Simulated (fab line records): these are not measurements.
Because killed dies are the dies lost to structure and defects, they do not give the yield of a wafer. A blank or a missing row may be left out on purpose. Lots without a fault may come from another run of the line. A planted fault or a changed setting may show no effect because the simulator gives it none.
fab line records || flow rit-cmos
record {"lots": 14, "wafers": 42, "last-day": 7}
route steps=202 shown NRETRO@62 PRETRO@74 M1@202
lots that met no fault: taken from a fault-free run of the same line
start-h: start of the lot's first displayed wafer, in hours after the record's first day || wait-h: how many hours have passed since the lot's step before this one || " the same as in the row above || L1.1+2: one row covering several wafers at once || - no value, or no start given || * or withheld: withheld || < > ~ a bound
route shown NAME@n: NAME is a module with steps in the file, n the number in the route of the first one || usual: mean/standard deviation of fault-free wafers || same: alike in all rows || chamber/n: place in a boat || sites: readings site by site || _std_site: how widely they spread, as a standard deviation || _edge_site: mean of outer sites minus mean of inner sites || radius-mm: how far each site lies from the wafer's centre || mask NAME#n: copy n || behind: the most recent tool/chamber to have shaped the wafer || hold: reason for holding the lot/hours on hold/outcome of the hold || device: transistor that didn't switch, given as n, p or np || end of line: tests run on the same wafers once the route is complete || where a step has no rows: the recipe by itself || killed: at the first sort, the dies lost to defects and structure; wafer yield is something else || map: per-die view of a wafer (x killed, . not killed, _ where there is no die)
set.NAME: the setting the step ran with; set.NAME@STEP: the setting that earlier step ran with || model.NAME: the simulator's own value behind a step, which no gauge read
steps of the route over a sample of lots; a table a step, a row a wafer
services: a tool's chamber out of use, with start hour (start-h, from the record's first day; less than 0 if before it), hours out, and reason
## steps
# step RIT_NRETRO_STRIP_09
# recipe {"chemistry": "O2", "time-s": 180, "resist": "NOVOLAK", "platen-temp-c": "withheld", "power-w": 500, "pressure-mtorr": 4000, "o2-flow-sccm": 4000}
# usual {"chamber-pressure-mTorr": "4000/3.6", "drypump-motor-current-A": "5.4/0.33"}
{"lot.wafer": "L573.2", "tool": "plasma-asher-03", "chamber": 1, "start-h": 30.28, "wait-h": 0.1, "chamber-pressure-mTorr": 4003, "drypump-motor-current-A": 5.5, "rf-hours-counter-h": 38}
{"lot.wafer": "L573.4", "tool": "plasma-asher-03", "chamber": 1, "start-h": 30.28, "wait-h": 0.1, "chamber-pressure-mTorr": 3996, "drypump-motor-current-A": 5.4, "rf-hours-counter-h": "-"}
{"lot.wafer": "L573.5", "tool": "plasma-asher-03", "chamber": 1, "start-h": 30.28, "wait-h": 0.1, "chamber-pressure-mTorr": 4004, "drypump-motor-current-A": 5.5, "rf-hours-counter-h": "-"}
{"lot.wafer": "L578.1", "tool": "plasma-asher-03", "chamber": 0, "start-h": 56.37, "wait-h": 0.1, "chamber-pressure-mTorr": "-", "drypump-motor-current-A": "-", "rf-hours-counter-h": "-"}
{"lot.wafer": "L578.2", "tool": "plasma-asher-03", "chamber": 1, "start-h": 56.37, "wait-h": 0.1, "chamber-pressure-mTorr": "-", "drypump-motor-current-A": "-", "rf-hours-counter-h": "-"}
{"lot.wafer": "L578.6", "tool": "plasma-asher-03", "chamber": 1, "start-h": 56.37, "wait-h": 0.1, "chamber-pressure-mTorr": "-", "drypump-motor-current-A": "-", "rf-hours-counter-h": "-"}
{"lot.wafer": "L579.4", "tool": "plasma-asher-03", "chamber": 0, "start-h": 60.51, "wait-h": 0.1, "chamber-pressure-mTorr": "-", "drypump-motor-current-A": "-", "rf-hours-counter-h": "-"}
{"lot.wafer": "L579.5", "tool": "plasma-asher-03", "chamber": 1, "start-h": 60.51, "wait-h": 0.1, "chamber-pressure-mTorr": "-", "drypump-motor-current-A": "-", "rf-hours-counter-h": "-"}
{"lot.wafer": "L579.6", "tool": "plasma-asher-03", "chamber": 0, "start-h": 60.51, "wait-h": 0.1, "chamber-pressure-mTorr": "-", "drypump-motor-current-A": "-", "rf-hours-counter-h": "-"}
{"lot.wafer": "L581.2", "tool": "plasma-asher-02", "chamber": 1, "start-h": 75.20, "wait-h": 0.1, "chamber-pressure-mTorr": 3999, "drypump-motor-current-A": 4.9, "rf-hours-counter-h": 42}
{"lot.wafer": "L581.5", "tool": "plasma-asher-02", "chamber": 1, "start-h": 75.20, "wait-h": 0.1, "chamber-pressure-mTorr": 4010, "drypump-motor-current-A": 4.9, "rf-hours-counter-h": "-"}
{"lot.wafer": "L581.6", "tool": "plasma-asher-02", "chamber": 0, "start-h": 75.20, "wait-h": 0.1, "chamber-pressure-mTorr": 4005, "drypump-motor-current-A": 5.6, "rf-hours-counter-h": "-"}
{"lot.wafer": "L586.1", "tool": "plasma-asher-03", "chamber": 0, "start-h": 95.73, "wait-h": 0.1, "chamber-pressure-mTorr": 3997, "drypump-motor-current-A": 5.1, "rf-hours-counter-h": 45}
{"lot.wafer": "L586.2", "tool": "plasma-asher-03", "chamber": 1, "start-h": 95.73, "wait-h": 0.1, "chamber-pressure-mTorr": 4001, "drypump-motor-current-A": 5.5, "rf-hours-counter-h": 45}
{"lot.wafer": "L586.6", "tool": "plasma-asher-03", "chamber": 1, "start-h": 95.73, "wait-h": 0.1, "chamber-pressure-mTorr": 3999, "drypump-motor-current-A": 5.5, "rf-hours-counter-h": "-"}
{"lot.wafer": "L587.1", "tool": "plasma-asher-04", "chamber": 0, "start-h": 100.87, "wait-h": 0.1, "chamber-pressure-mTorr": 3993, "drypump-motor-current-A": 6.2, "rf-hours-counter-h": 31}
{"lot.wafer": "L587.3", "tool": "plasma-asher-04", "chamber": 1, "start-h": 100.87, "wait-h": 0.1, "chamber-pressure-mTorr": 4003, "drypump-motor-current-A": 5.2, "rf-hours-counter-h": "-"}
{"lot.wafer": "L587.4", "tool": "plasma-asher-04", "chamber": 0, "start-h": 100.87, "wait-h": 0.1, "chamber-pressure-mTorr": 4006, "drypump-motor-current-A": 6.1, "rf-hours-counter-h": "-"}
{"lot.wafer": "L589.1", "tool": "plasma-asher-04", "chamber": 0, "start-h": 111.86, "wait-h": 0.1, "chamber-pressure-mTorr": 3998, "drypump-motor-current-A": 6.1, "rf-hours-counter-h": 32}
{"lot.wafer": "L589.3", "tool": "plasma-asher-04", "chamber": 1, "start-h": 111.86, "wait-h": 0.1, "chamber-pressure-mTorr": 4007, "drypump-motor-current-A": 5.3, "rf-hours-counter-h": "-"}
{"lot.wafer": "L589.4", "tool": "plasma-asher-04", "chamber": 0, "start-h": 111.86, "wait-h": 0.1, "chamber-pressure-mTorr": 4003, "drypump-motor-current-A": 6.1, "rf-hours-counter-h": "-"}
{"lot.wafer": "L590.2", "tool": "plasma-asher-02", "chamber": 1, "start-h": 117.22, "wait-h": 0.1, "chamber-pressure-mTorr": 3996, "drypump-motor-current-A": 4.9, "rf-hours-counter-h": 47}
{"lot.wafer": "L590.4", "tool": "plasma-asher-02", "chamber": 1, "start-h": 117.22, "wait-h": 0.1, "chamber-pressure-mTorr": 3995, "drypump-motor-current-A": 4.9, "rf-hours-counter-h": "-"}
{"lot.wafer": "L590.5", "tool": "plasma-asher-02", "chamber": 0, "start-h": 117.22, "wait-h": 0.1, "chamber-pressure-mTorr": 3996, "drypump-motor-current-A": 5.6, "rf-hours-counter-h": "-"}
{"lot.wafer": "L591.1", "tool": "plasma-asher-02", "chamber": 1, "start-h": 121.95, "wait-h": 0.1, "chamber-pressure-mTorr": 4001, "drypump-motor-current-A": 4.9, "rf-hours-counter-h": 47}
{"lot.wafer": "L591.2", "tool": "plasma-asher-02", "chamber": 0, "start-h": 121.95, "wait-h": 0.1, "chamber-pressure-mTorr": 4002, "drypump-motor-current-A": 5.6, "rf-hours-counter-h": 47}
{"lot.wafer": "L591.4", "tool": "plasma-asher-02", "chamber": 0, "start-h": 121.95, "wait-h": 0.1, "chamber-pressure-mTorr": 4005, "drypump-motor-current-A": 5.6, "rf-hours-counter-h": "-"}
{"lot.wafer": "L592.2", "tool": "plasma-asher-03", "chamber": 0, "start-h": 128.96, "wait-h": 0.1, "chamber-pressure-mTorr": 3999, "drypump-motor-current-A": 5.1, "rf-hours-counter-h": 49}
{"lot.wafer": "L592.3", "tool": "plasma-asher-03", "chamber": 1, "start-h": 128.96, "wait-h": 0.1, "chamber-pressure-mTorr": 3999, "drypump-motor-current-A": 5.5, "rf-hours-counter-h": "-"}
{"lot.wafer": "L592.4", "tool": "plasma-asher-03", "chamber": 0, "start-h": 128.96, "wait-h": 0.1, "chamber-pressure-mTorr": 3998, "drypump-motor-current-A": 5.1, "rf-hours-counter-h": "-"}
{"lot.wafer": "L593.2", "tool": "plasma-asher-03", "chamber": 0, "start-h": 130.12, "wait-h": 0.1, "chamber-pressure-mTorr": 3998, "drypump-motor-current-A": 5.1, "rf-hours-counter-h": 49}
{"lot.wafer": "L593.3", "tool": "plasma-asher-03", "chamber": 0, "start-h": 130.12, "wait-h": 0.1, "chamber-pressure-mTorr": 3998, "drypump-motor-current-A": 5.1, "rf-hours-counter-h": "-"}
{"lot.wafer": "L593.5", "tool": "plasma-asher-03", "chamber": 0, "start-h": 130.12, "wait-h": 0.1, "chamber-pressure-mTorr": 4003, "drypump-motor-current-A": 5.1, "rf-hours-counter-h": "-"}
{"lot.wafer": "L594.2", "tool": "plasma-asher-03", "chamber": 1, "start-h": 135.15, "wait-h": 0.1, "chamber-pressure-mTorr": 3993, "drypump-motor-current-A": 5.4, "rf-hours-counter-h": 50}
{"lot.wafer": "L594.5", "tool": "plasma-asher-03", "chamber": 0, "start-h": 135.15, "wait-h": 0.1, "chamber-pressure-mTorr": 4006, "drypump-motor-current-A": 5.1, "rf-hours-counter-h": "-"}
{"lot.wafer": "L594.6", "tool": "plasma-asher-03", "chamber": 1, "start-h": 135.15, "wait-h": 0.1, "chamber-pressure-mTorr": 4004, "drypump-motor-current-A": 5.5, "rf-hours-counter-h": "-"}
{"lot.wafer": "L595.1", "tool": "plasma-asher-03", "chamber": 1, "start-h": 140.48, "wait-h": 0.1, "chamber-pressure-mTorr": 4001, "drypump-motor-current-A": 5.5, "rf-hours-counter-h": 51}
{"lot.wafer": "L595.2", "tool": "plasma-asher-03", "chamber": 0, "start-h": 140.48, "wait-h": 0.1, "chamber-pressure-mTorr": 3999, "drypump-motor-current-A": 5.1, "rf-hours-counter-h": 51}
{"lot.wafer": "L595.6", "tool": "plasma-asher-03", "chamber": 0, "start-h": 140.48, "wait-h": 0.1, "chamber-pressure-mTorr": 4002, "drypump-motor-current-A": 5.1, "rf-hours-counter-h": "-"}
{"lot.wafer": "L596.2", "tool": "plasma-asher-04", "chamber": 1, "start-h": 148.65, "wait-h": 0.1, "chamber-pressure-mTorr": 4001, "drypump-motor-current-A": 5.3, "rf-hours-counter-h": 37}
{"lot.wafer": "L596.3", "tool": "plasma-asher-04", "chamber": 0, "start-h": 148.65, "wait-h": 0.1, "chamber-pressure-mTorr": 3999, "drypump-motor-current-A": 6.1, "rf-hours-counter-h": "-"}
{"lot.wafer": "L596.4", "tool": "plasma-asher-04", "chamber": 1, "start-h": 148.65, "wait-h": 0.1, "chamber-pressure-mTorr": 3999, "drypump-motor-current-A": 5.3, "rf-hours-counter-h": "-"}
# step RIT_PRETRO_TW_MEAS_10
# usual {"PRETRO_TW": "475.7/2.1"}
{"lot.wafer": "L573.2", "tool": "film-metro-01", "chamber": "-", "start-h": 32.02, "wait-h": 0.1, "hold": "-", "PRETRO_TW": 474.2}
{"lot.wafer": "L573.4", "tool": "film-metro-01", "chamber": "-", "start-h": 32.02, "wait-h": 0.1, "hold": "-", "PRETRO_TW": 472.3}
{"lot.wafer": "L573.5", "tool": "film-metro-01", "chamber": "-", "start-h": 32.02, "wait-h": 0.1, "hold": "-", "PRETRO_TW": 475.3}
{"lot.wafer": "L578.1", "tool": "film-metro-02", "chamber": "-", "start-h": 58.23, "wait-h": 0.1, "hold": "await-dispo/0.2h/release", "PRETRO_TW": 30.2}
{"lot.wafer": "L578.2", "tool": "film-metro-02", "chamber": "-", "start-h": 58.23, "wait-h": 0.1, "hold": "await-dispo/0.2h/release", "PRETRO_TW": 30.2}
{"lot.wafer": "L578.6", "tool": "film-metro-02", "chamber": "-", "start-h": 58.23, "wait-h": 0.1, "hold": "await-dispo/0.2h/release", "PRETRO_TW": 30.1}
{"lot.wafer": "L578.1", "tool": "film-metro-02", "chamber": "-", "start-h": 58.45, "wait-h": 0.2, "hold": "-", "PRETRO_TW": 30.1}
{"lot.wafer": "L578.2", "tool": "film-metro-02", "chamber": "-", "start-h": 58.45, "wait-h": 0.2, "hold": "-", "PRETRO_TW": 30.2}
{"lot.wafer": "L578.6", "tool": "film-metro-02", "chamber": "-", "start-h": 58.45, "wait-h": 0.2, "hold": "-", "PRETRO_TW": 30.1}
{"lot.wafer": "L579.4", "tool": "film-metro-02", "chamber": "-", "start-h": 62.21, "wait-h": 0.1, "hold": "await-dispo/0.2h/release", "PRETRO_TW": 30.1}
{"lot.wafer": "L579.5", "tool": "film-metro-02", "chamber": "-", "start-h": 62.21, "wait-h": 0.1, "hold": "await-dispo/0.2h/release", "PRETRO_TW": 30.1}
{"lot.wafer": "L579.6", "tool": "film-metro-02", "chamber": "-", "start-h": 62.21, "wait-h": 0.1, "hold": "await-dispo/0.2h/release", "PRETRO_TW": 30.2}
{"lot.wafer": "L579.4", "tool": "film-metro-02", "chamber": "-", "start-h": 62.43, "wait-h": 0.2, "hold": "-", "PRETRO_TW": 30.2}
{"lot.wafer": "L579.5", "tool": "film-metro-02", "chamber": "-", "start-h": 62.43, "wait-h": 0.2, "hold": "-", "PRETRO_TW": 30.0}
{"lot.wafer": "L579.6", "tool": "film-metro-02", "chamber": "-", "start-h": 62.43, "wait-h": 0.2, "hold": "-", "PRETRO_TW": 30.0}
{"lot.wafer": "L581.2", "tool": "film-metro-02", "chamber": "-", "start-h": 77.06, "wait-h": 0.1, "hold": "-", "PRETRO_TW": 475.9}
{"lot.wafer": "L581.5", "tool": "film-metro-02", "chamber": "-", "start-h": 77.06, "wait-h": 0.1, "hold": "-", "PRETRO_TW": 478.7}
{"lot.wafer": "L581.6", "tool": "film-metro-02", "chamber": "-", "start-h": 77.06, "wait-h": 0.1, "hold": "-", "PRETRO_TW": 478.9}
{"lot.wafer": "L586.1", "tool": "film-metro-02", "chamber": "-", "start-h": 97.59, "wait-h": 0.1, "hold": "-", "PRETRO_TW": 475.4}
{"lot.wafer": "L586.2", "tool": "film-metro-02", "chamber": "-", "start-h": 97.59, "wait-h": 0.1, "hold": "-", "PRETRO_TW": 475.7}
{"lot.wafer": "L586.6", "tool": "film-metro-02", "chamber": "-", "start-h": 97.59, "wait-h": 0.1, "hold": "-", "PRETRO_TW": 473.5}
{"lot.wafer": "L587.1", "tool": "film-metro-01", "chamber": "-", "start-h": 102.72, "wait-h": 0.1, "hold": "-", "PRETRO_TW": 471.5}
{"lot.wafer": "L587.3", "tool": "film-metro-01", "chamber": "-", "start-h": 102.72, "wait-h": 0.1, "hold": "-", "PRETRO_TW": 475.3}
{"lot.wafer": "L587.4", "tool": "film-metro-01", "chamber": "-", "start-h": 102.72, "wait-h": 0.1, "hold": "-", "PRETRO_TW": 474.1}
{"lot.wafer": "L589.1", "tool": "film-metro-04", "chamber": "-", "start-h": 113.58, "wait-h": 0.1, "hold": "-", "PRETRO_TW": 475.3}
{"lot.wafer": "L589.3", "tool": "film-metro-04", "chamber": "-", "start-h": 113.58, "wait-h": 0.1, "hold": "-", "PRETRO_TW": 476.5}
{"lot.wafer": "L589.4", "tool": "film-metro-04", "chamber": "-", "start-h": 113.58, "wait-h": 0.1, "hold": "-", "PRETRO_TW": 478.2}
{"lot.wafer": "L590.2", "tool": "film-metro-01", "chamber": "-", "start-h": 118.95, "wait-h": 0.1, "hold": "-", "PRETRO_TW": 476.4}
{"lot.wafer": "L590.4", "tool": "film-metro-01", "chamber": "-", "start-h": 118.95, "wait-h": 0.1, "hold": "-", "PRETRO_TW": 475.2}
{"lot.wafer": "L590.5", "tool": "film-metro-01", "chamber": "-", "start-h": 118.95, "wait-h": 0.1, "hold": "-", "PRETRO_TW": 472.3}
{"lot.wafer": "L591.1", "tool": "film-metro-01", "chamber": "-", "start-h": 123.84, "wait-h": 0.1, "hold": "-", "PRETRO_TW": 473.9}
{"lot.wafer": "L591.2", "tool": "film-metro-01", "chamber": "-", "start-h": 123.84, "wait-h": 0.1, "hold": "-", "PRETRO_TW": 473.2}
{"lot.wafer": "L591.4", "tool": "film-metro-01", "chamber": "-", "start-h": 123.84, "wait-h": 0.1, "hold": "-", "PRETRO_TW": 474.8}
{"lot.wafer": "L592.2", "tool": "film-metro-01", "chamber": "-", "start-h": 130.84, "wait-h": 0.1, "hold": "-", "PRETRO_TW": 473.6}
{"lot.wafer": "L592.3", "tool": "film-metro-01", "chamber": "-", "start-h": 130.84, "wait-h": 0.1, "hold": "-", "PRETRO_TW": 477.4}
{"lot.wafer": "L592.4", "tool": "film-metro-01", "chamber": "-", "start-h": 130.84, "wait-h": 0.1, "hold": "-", "PRETRO_TW": 474.0}
{"lot.wafer": "L593.2", "tool": "film-metro-01", "chamber": "-", "start-h": 132.13, "wait-h": 0.1, "hold": "-", "PRETRO_TW": 474.9}
{"lot.wafer": "L593.3", "tool": "film-metro-01", "chamber": "-", "start-h": 132.13, "wait-h": 0.1, "hold": "-", "PRETRO_TW": 472.7}
{"lot.wafer": "L593.5", "tool": "film-metro-01", "chamber": "-", "start-h": 132.13, "wait-h": 0.1, "hold": "-", "PRETRO_TW": 472.1}
{"lot.wafer": "L594.2", "tool": "film-metro-04", "chamber": "-", "start-h": 136.98, "wait-h": 0.1, "hold": "-", "PRETRO_TW": 478.6}
{"lot.wafer": "L594.5", "tool": "film-metro-04", "chamber": "-", "start-h": 136.98, "wait-h": 0.1, "hold": "-", "PRETRO_TW": 475.3}
{"lot.wafer": "L594.6", "tool": "film-metro-04", "chamber": "-", "start-h": 136.98, "wait-h": 0.1, "hold": "-", "PRETRO_TW": 475.2}
{"lot.wafer": "L595.1", "tool": "film-metro-04", "chamber": "-", "start-h": 142.33, "wait-h": 0.1, "hold": "-", "PRETRO_TW": 476.8}
{"lot.wafer": "L595.2", "tool": "film-metro-04", "chamber": "-", "start-h": 142.33, "wait-h": 0.1, "hold": "-", "PRETRO_TW": 477.4}
{"lot.wafer": "L595.6", "tool": "film-metro-04", "chamber": "-", "start-h": 142.33, "wait-h": 0.1, "hold": "-", "PRETRO_TW": 476.5}
{"lot.wafer": "L596.2", "tool": "film-metro-02", "chamber": "-", "start-h": 150.39, "wait-h": 0.1, "hold": "-", "PRETRO_TW": 476.4}
{"lot.wafer": "L596.3", "tool": "film-metro-02", "chamber": "-", "start-h": 150.39, "wait-h": 0.1, "hold": "-", "PRETRO_TW": 476.6}
{"lot.wafer": "L596.4", "tool": "film-metro-02", "chamber": "-", "start-h": 150.39, "wait-h": 0.1, "hold": "-", "PRETRO_TW": 475.9}
# step RIT_M1_PROBE_99
# usual {"defect-limited-yield": "97.4/1.2", "killed-at-front-end": "7/3.1", "killed-dies": "7/3.1", "killed-open": "3.5/2", "killed-short": "3.3/2", "sort_bin_3_pad_short": "0.1/0.19", "sort_bin_5_function": "1.5/0.87", "sort_bin_6_memory": "0.9/0.59", "sort-n-pass": "257/3.1", "sort-yield-pct": "97.4/1.2"}
# same {"gross-dies": 264, "killed_at_M0_to_M3": 0, "killed_at_M4_up": 0, "killed-at-back-side": 0, "killed-at-contacts": 0, "killed-at-other": 0}
{"lot.wafer": "L581.2", "tool": "prober-02", "chamber": "-", "start-h": 103.47, "wait-h": 0.1, "defect-limited-yield[%]": 98.5, "killed-at-front-end": 4, "killed-dies": 4, "killed-open": 3, "killed-short": 1, "sort_bin_3_pad_short[%]": 0, "sort_bin_5_function[%]": 0.8, "sort_bin_6_memory[%]": 0.8, "sort-n-pass": 260, "sort-yield-pct[%]": 98.5}
{"lot.wafer": "L581.5", "tool": "prober-02", "chamber": "-", "start-h": 103.62, "wait-h": 0.2, "defect-limited-yield[%]": 97.0, "killed-at-front-end": 8, "killed-dies": 8, "killed-open": 4, "killed-short": 4, "sort_bin_3_pad_short[%]": 0, "sort_bin_5_function[%]": 1.5, "sort_bin_6_memory[%]": 1.5, "sort-n-pass": 256, "sort-yield-pct[%]": 97.0}
{"lot.wafer": "L581.6", "tool": "prober-02", "chamber": "-", "start-h": 103.67, "wait-h": 0.2, "defect-limited-yield[%]": 98.5, "killed-at-front-end": 4, "killed-dies": 4, "killed-open": 2, "killed-short": 2, "sort_bin_3_pad_short[%]": 0, "sort_bin_5_function[%]": 0.8, "sort_bin_6_memory[%]": 0.8, "sort-n-pass": 260, "sort-yield-pct[%]": 98.5}
{"lot.wafer": "L587.1", "tool": "prober-02", "chamber": "-", "start-h": 130.60, "wait-h": 0.1, "defect-limited-yield[%]": 97.3, "killed-at-front-end": 7, "killed-dies": 7, "killed-open": 5, "killed-short": 2, "sort_bin_3_pad_short[%]": 0, "sort_bin_5_function[%]": 1.5, "sort_bin_6_memory[%]": 1.1, "sort-n-pass": 257, "sort-yield-pct[%]": 97.3}
{"lot.wafer": "L587.3", "tool": "prober-02", "chamber": "-", "start-h": 130.70, "wait-h": 0.2, "defect-limited-yield[%]": 99.2, "killed-at-front-end": 2, "killed-dies": 2, "killed-open": 2, "killed-short": 0, "sort_bin_3_pad_short[%]": 0, "sort_bin_5_function[%]": 0, "sort_bin_6_memory[%]": 0.8, "sort-n-pass": 262, "sort-yield-pct[%]": 99.2}
{"lot.wafer": "L587.4", "tool": "prober-02", "chamber": "-", "start-h": 130.75, "wait-h": 0.2, "defect-limited-yield[%]": 98.9, "killed-at-front-end": 3, "killed-dies": 3, "killed-open": 2, "killed-short": 1, "sort_bin_3_pad_short[%]": 0, "sort_bin_5_function[%]": 0.4, "sort_bin_6_memory[%]": 0.8, "sort-n-pass": 261, "sort-yield-pct[%]": 98.9}
{"lot.wafer": "L589.1", "tool": "prober-02", "chamber": "-", "start-h": 139.08, "wait-h": 0.1, "defect-limited-yield[%]": 97.3, "killed-at-front-end": 7, "killed-dies": 7, "killed-open": 5, "killed-short": 2, "sort_bin_3_pad_short[%]": 0.4, "sort_bin_5_function[%]": 1.1, "sort_bin_6_memory[%]": 1.1, "sort-n-pass": 257, "sort-yield-pct[%]": 97.3}
{"lot.wafer": "L589.3", "tool": "prober-02", "chamber": "-", "start-h": 139.18, "wait-h": 0.2, "defect-limited-yield[%]": 97.3, "killed-at-front-end": 7, "killed-dies": 7, "killed-open": 4, "killed-short": 3, "sort_bin_3_pad_short[%]": 0, "sort_bin_5_function[%]": 1.5, "sort_bin_6_memory[%]": 1.1, "sort-n-pass": 257, "sort-yield-pct[%]": 97.3}
{"lot.wafer": "L589.4", "tool": "prober-02", "chamber": "-", "start-h": 139.23, "wait-h": 0.2, "defect-limited-yield[%]": 95.1, "killed-at-front-end": 13, "killed-dies": 13, "killed-open": 4, "killed-short": 9, "sort_bin_3_pad_short[%]": 0.4, "sort_bin_5_function[%]": 3.8, "sort_bin_6_memory[%]": 0.8, "sort-n-pass": 251, "sort-yield-pct[%]": 95.1}
{"lot.wafer": "L591.1", "tool": "prober-02", "chamber": "-", "start-h": 152.57, "wait-h": 0.1, "defect-limited-yield[%]": 97.3, "killed-at-front-end": 7, "killed-dies": 7, "killed-open": 2, "killed-short": 5, "sort_bin_3_pad_short[%]": 0.4, "sort_bin_5_function[%]": 1.5, "sort_bin_6_memory[%]": 0.8, "sort-n-pass": 257, "sort-yield-pct[%]": 97.3}
{"lot.wafer": "L591.2", "tool": "prober-02", "chamber": "-", "start-h": 152.62, "wait-h": 0.1, "defect-limited-yield[%]": 97.0, "killed-at-front-end": 8, "killed-dies": 8, "killed-open": 1, "killed-short": 7, "sort_bin_3_pad_short[%]": 0.4, "sort_bin_5_function[%]": 1.1, "sort_bin_6_memory[%]": 1.5, "sort-n-pass": 256, "sort-yield-pct[%]": 97.0}
{"lot.wafer": "L591.4", "tool": "prober-02", "chamber": "-", "start-h": 152.72, "wait-h": 0.2, "defect-limited-yield[%]": 98.9, "killed-at-front-end": 3, "killed-dies": 3, "killed-open": 1, "killed-short": 2, "sort_bin_3_pad_short[%]": 0, "sort_bin_5_function[%]": 0.8, "sort_bin_6_memory[%]": 0.4, "sort-n-pass": 261, "sort-yield-pct[%]": 98.9}
{"lot.wafer": "L592.2", "tool": "prober-01", "chamber": "-", "start-h": 156.64, "wait-h": 0.1, "defect-limited-yield[%]": 98.1, "killed-at-front-end": 5, "killed-dies": 5, "killed-open": 2, "killed-short": 3, "sort_bin_3_pad_short[%]": 0, "sort_bin_5_function[%]": 1.1, "sort_bin_6_memory[%]": 0.8, "sort-n-pass": 259, "sort-yield-pct[%]": 98.1}
{"lot.wafer": "L592.3", "tool": "prober-01", "chamber": "-", "start-h": 156.69, "wait-h": 0.2, "defect-limited-yield[%]": 98.1, "killed-at-front-end": 5, "killed-dies": 5, "killed-open": 1, "killed-short": 4, "sort_bin_3_pad_short[%]": 0, "sort_bin_5_function[%]": 1.1, "sort_bin_6_memory[%]": 0.8, "sort-n-pass": 259, "sort-yield-pct[%]": 98.1}
{"lot.wafer": "L592.4", "tool": "prober-01", "chamber": "-", "start-h": 156.74, "wait-h": 0.2, "defect-limited-yield[%]": 97.3, "killed-at-front-end": 7, "killed-dies": 7, "killed-open": 3, "killed-short": 4, "sort_bin_3_pad_short[%]": 0, "sort_bin_5_function[%]": 1.5, "sort_bin_6_memory[%]": 1.1, "sort-n-pass": 257, "sort-yield-pct[%]": 97.3}
{"lot.wafer": "L594.2", "tool": "prober-01", "chamber": "-", "start-h": 169.82, "wait-h": 0.1, "defect-limited-yield[%]": 98.1, "killed-at-front-end": 5, "killed-dies": 5, "killed-open": 1, "killed-short": 4, "sort_bin_3_pad_short[%]": 0, "sort_bin_5_function[%]": 0.8, "sort_bin_6_memory[%]": 1.1, "sort-n-pass": 259, "sort-yield-pct[%]": 98.1}
{"lot.wafer": "L594.5", "tool": "prober-01", "chamber": "-", "start-h": 169.97, "wait-h": 0.2, "defect-limited-yield[%]": 98.9, "killed-at-front-end": 3, "killed-dies": 3, "killed-open": 1, "killed-short": 2, "sort_bin_3_pad_short[%]": 0.4, "sort_bin_5_function[%]": 0.8, "sort_bin_6_memory[%]": 0, "sort-n-pass": 261, "sort-yield-pct[%]": 98.9}
{"lot.wafer": "L594.6", "tool": "prober-01", "chamber": "-", "start-h": 170.02, "wait-h": 0.2, "defect-limited-yield[%]": 99.6, "killed-at-front-end": 1, "killed-dies": 1, "killed-open": 0, "killed-short": 1, "sort_bin_3_pad_short[%]": 0.4, "sort_bin_5_function[%]": 0, "sort_bin_6_memory[%]": 0, "sort-n-pass": 263, "sort-yield-pct[%]": 99.6}
# killed by level:class
L581.2 GATE:geometric-particle:open=1 REOX:geometric-particle:short=1 REOX:geometric-particle:open=1 SPACER:geometric-particle:open=1
L581.5 GATE:geometric-particle:short=2 GATE:geometric-particle:open=2 FOX2:geometric-particle:short=1 REOX:geometric-particle:short=1 REOX:geometric-particle:open=1 SILICIDE:geometric-particle:open=1
L581.6 FOX1:geometric-particle:short=1 GATE:geometric-particle:open=1 SPACER:geometric-particle:open=1 SPACER:geometric-particle:short=1
L587.1 GATE:geometric-particle:open=4 FOX2:geometric-particle:open=1 GATE:geometric-particle:short=1 REOX:geometric-particle:short=1
L587.3 GATE:geometric-particle:open=1 SPACER:geometric-particle:open=1
L587.4 FOX1:geometric-particle:open=1 FOX1:geometric-particle:short=1 GATE:geometric-particle:open=1
L589.1 FOX1:geometric-particle:open=2 SPACER:geometric-particle:open=2 FOX1:geometric-particle:short=1 GATE:geometric-particle:open=1 GATE:geometric-particle:short=1
L589.3 FOX1:geometric-particle:short=1 FOX1:geometric-particle:open=1 GATE:geometric-particle:open=1 GATE:geometric-particle:short=1 REOX:geometric-particle:open=1 SPACER:geometric-particle:short=1 SPACER:geometric-particle:open=1
L589.4 GATE:geometric-particle:short=5 GATE:geometric-particle:open=3 FOX1:geometric-particle:short=2 FOX1:geometric-particle:open=1 REOX:geometric-particle:short=1 SILICIDE:geometric-particle:short=1
L591.1 REOX:geometric-particle:short=4 SPACER:geometric-particle:open=2 SPACER:geometric-particle:short=1
L591.2 SPACER:geometric-particle:short=4 FOX1:geometric-particle:short=1 GATE:geometric-particle:short=1 REOX:geometric-particle:open=1 REOX:geometric-particle:short=1
L591.4 GATE:geometric-particle:short=2 REOX:geometric-particle:open=1
L592.2 GATE:geometric-particle:open=2 ACTIVE:geometric-particle:short=1 REOX:geometric-particle:short=1 SPACER:geometric-particle:short=1
L592.3 GATE:geometric-particle:short=2 REOX:geometric-particle:short=1 SILICIDE:geometric-particle:short=1 SILICIDE:geometric-particle:open=1
L592.4 GATE:geometric-particle:open=3 SILICIDE:geometric-particle:short=2 FOX2:geometric-particle:short=1 REOX:geometric-particle:short=1
L594.2 GATE:geometric-particle:short=3 GATE:geometric-particle:open=1 SPACER:geometric-particle:short=1
L594.5 GATE:geometric-particle:short=1 SPACER:geometric-particle:short=1 SPACER:geometric-particle:open=1
L594.6 FOX1:geometric-particle:short=1
## services
{"tool": "plasma-asher-02", "chamber": "-", "start-h": 75.76, "hours": 0.5, "kind": "repair"}
{"tool": "plasma-asher-02", "chamber": "-", "start-h": 124.14, "hours": 9.8, "kind": "repair"}
## key
first-sign {"step": "RIT_NRETRO_STRIP_09", "reading": "tool-record", "direction": "missing"}
effect {"step": "RIT_PRETRO_TW_MEAS_10", "reading": "visit", "direction": "added"}
effect {"step": "RIT_PRETRO_TW_MEAS_10", "reading": "PRETRO_TW", "direction": "down", "sigmas": "99+", "usual": 475.7, "struck": 30.1}
met-at RIT_NRETRO_STRIP_09
struck-lots L578,L579
scrapped-behind RIT_PRETRO_TW_MEAS_10 L578.1,L578.2,L578.6,L579.4,L579.5,L579.6
onset-between 30.28 56.37
fault {"kind": "skipped-step-whole", "tool": "plasma-asher-03", "chamber": "-", "onset-h": 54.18, "steps": "RIT_NRETRO_STRIP_09", "scope": "struck-lots-only"}
